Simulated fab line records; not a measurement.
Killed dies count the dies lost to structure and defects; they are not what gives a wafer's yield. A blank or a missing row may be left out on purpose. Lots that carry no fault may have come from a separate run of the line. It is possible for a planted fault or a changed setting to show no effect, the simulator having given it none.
Struck lot and sound lot, side by side / flow berkeley cmos170 / 13 out of 331 route steps
Sound: these wafers, L798.2, L798.3, L798.4. The struck wafers were L788.2, L788.3, L788.6. At the end, the cause is stated.
For every step that has rows: the tool of each side, followed by ch and its chambers, followed by its first start. Under that, the readings that differ: sound wafers / struck wafers / difference of the means / sigmas: that difference in standard deviations of wafers without a fault.
alike: readings whose means differ by less than 2 such deviations, and words and numbers that are the same on both sides. not compared: withheld readings, readings that some wafer has no value for, bounds like >300 that may hide the same value, and numbers for which the record gives no deviation and whose values overlap.
A row with sigmas, a row that says differs or no value, or rows on one side alone: a step with any of these is where the two part. Non-overlapping numbers with no deviation appear without sigmas and do not part them. A reading missing from all wafers of one side parts the sides only when that side holds two or more wafers.

UCB170_NSD_CD_MEAS_06 targets a cd of 1200 nm.
  sound on cd sem-01, day 10 09:00; struck on cd sem-02, day 8 21:11
  alike: cd nm
UCB170_NSD_OVL_MEAS_07:
  sound on overlay-01, day 10 09:07; struck on overlay-02, day 8 21:17
  alike: NSD_OVL
following that, these wafers have no rows for 1 step: UCB170_NSD_IMPLANT_08.
UCB170_NSD_STRIP_09: strips in O2.
  sound on plasma asher-02 ch 0,1, day 10 09:17; struck on plasma asher-02 ch 0,1, day 8 21:28
  alike: drypump motor current A, oes product au, strip time to endpoint s
  not compared: rf hours counter h
UCB170_NSD_TW_MEAS_10:
  sound on film metro-02, day 10 09:24; struck on film metro-01, day 8 21:35
  alike: NSD_TW
then, 4 steps without rows for these wafers: UCB170_NSD_CLEAN_11 (cleans in SPM, time 600 s); UCB170_BACKSIDE_HMDS_00 (prime time 60 s); UCB170_BACKSIDE_COAT_01 (resist thk 900 nm); UCB170_BACKSIDE_SOFTBAKE_02 (time 60 s).
UCB170_BACKSIDE_STRIP_03: strips in O2.
  sound on plasma asher-02 ch 0,1, day 10 10:04; struck on plasma asher-01 ch 0,1, day 8 22:29
  alike: drypump motor current A, oes product au, strip time to endpoint s
  not compared: rf hours counter h
then, 1 step without rows for these wafers: UCB170_BACKSIDE_CLEAN_04 (cleans in SPM, time 600 s).
UCB170_SDANNEAL_RTA_00: time 10 s.
  sound on rtp anneal-01 ch 0, day 10 10:29; struck on rtp anneal-01 ch 0, day 8 22:47
  alike: anneal temp c max, chamber o2 ppm, lamp power pct, wafer_temp_C_max
UCB170_SDANNEAL_RTA_01: time 5 s.
  sound on rtp anneal-01 ch 0, day 10 10:33; struck on rtp anneal-01, day 8 22:51
  no value came back on the struck wafers for anneal temp c max, chamber o2 ppm, lamp power pct (%), wafer_temp_C_max; on the sound wafers anneal temp c max reads 1053.0 1052.7 1053.3

WHERE THEY PART
At UCB170_SDANNEAL_RTA_01 and nowhere else, as far as this record goes.

WHY: what the simulator had put in
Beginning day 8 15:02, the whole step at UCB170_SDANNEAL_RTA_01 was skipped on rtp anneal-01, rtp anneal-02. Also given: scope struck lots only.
